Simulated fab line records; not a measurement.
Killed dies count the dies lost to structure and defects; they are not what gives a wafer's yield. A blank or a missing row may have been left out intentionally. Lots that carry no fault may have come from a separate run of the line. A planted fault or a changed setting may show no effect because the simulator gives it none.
Comparing a struck lot with a sound one || flow berkeley cmos170 || 14 steps out of a route of 331
Sound: the wafers L404.3, L404.5, L404.6. The struck wafers were L411.2, L411.3, L411.4. The cause is named last.
Order at every step that has rows: each side's tool, ch and its chambers, its first start. Under that, the readings that differ: sound wafers || struck wafers || difference of the means || sigmas: that difference in standard deviations of wafers without a fault.
alike: a reading whose means differ by less than 2 such deviations, as well as words and numbers matching on both sides. not compared: withheld readings; readings where some wafer has no value; bounds like >300 that might hide an equal value; numbers whose values overlap and for which the record gives no deviation.
A row with sigmas, a row that says differs or no value, or rows on one side alone: a step with any of these is where the two part. Non-overlapping numbers with no deviation appear without sigmas and do not part them. A reading that every wafer of one side lacks parts them only if that side has two wafers or more.

first, 3 steps without rows for these wafers: UCB170_PSD_EXPOSE_03 (exposes mask PSELECT MOD, target cd 1200 nm); UCB170_PSD_PEB_04; UCB170_PSD_DEVELOP_05 (develop time 45 s).
UCB170_PSD_CD_MEAS_06: target cd 1200 nm.
  sound on cd sem-01, day 6 18:40; struck on cd sem-02, day 8 08:10
  alike: cd nm
UCB170_PSD_OVL_MEAS_07:
  sound on overlay-01, day 6 18:46; struck on overlay-01, day 8 08:16
  alike: PSD_OVL
after that, 1 step had no rows for these wafers: UCB170_PSD_IMPLANT_08.
UCB170_PSD_STRIP_09: strips in O2.
  sound on plasma asher-02 ch 0,1, day 6 18:58; struck on plasma asher-02 ch 0,1, day 8 08:26
  alike: chamber pressure mTorr, drypump motor current A, oes product au, strip time to endpoint s
  not compared: rf hours counter h
UCB170_PSD_TW_MEAS_10:
  sound on film metro-02, day 6 19:04; struck on film metro-02, day 8 08:33
  alike: PSD_TW
then, 4 steps without rows for these wafers: UCB170_PSD_CLEAN_11 (cleans in SPM, time 600 s); UCB170_NSD_HMDS_00 (prime time 60 s); UCB170_NSD_COAT_01 (resist thk 900 nm); UCB170_NSD_SOFTBAKE_02 (time 60 s).
UCB170_NSD_EXPOSE_03: exposes mask NSELECT MOD, target cd 1200 nm.
  sound on krf scanner-01 ch 0, day 6 20:48; struck on krf scanner-02, day 8 09:26
  no value came back on the struck wafers for exposure dose mJ cm2, focus offset nm (nm); on the sound wafers exposure dose mJ cm2 reads 29.99 29.98 29.94
  alike: mask
after that, 1 step had no rows for these wafers: UCB170_NSD_PEB_04.

WHERE THEY PART
Only at UCB170_NSD_EXPOSE_03, within this record.

WHY: what the simulator had put in
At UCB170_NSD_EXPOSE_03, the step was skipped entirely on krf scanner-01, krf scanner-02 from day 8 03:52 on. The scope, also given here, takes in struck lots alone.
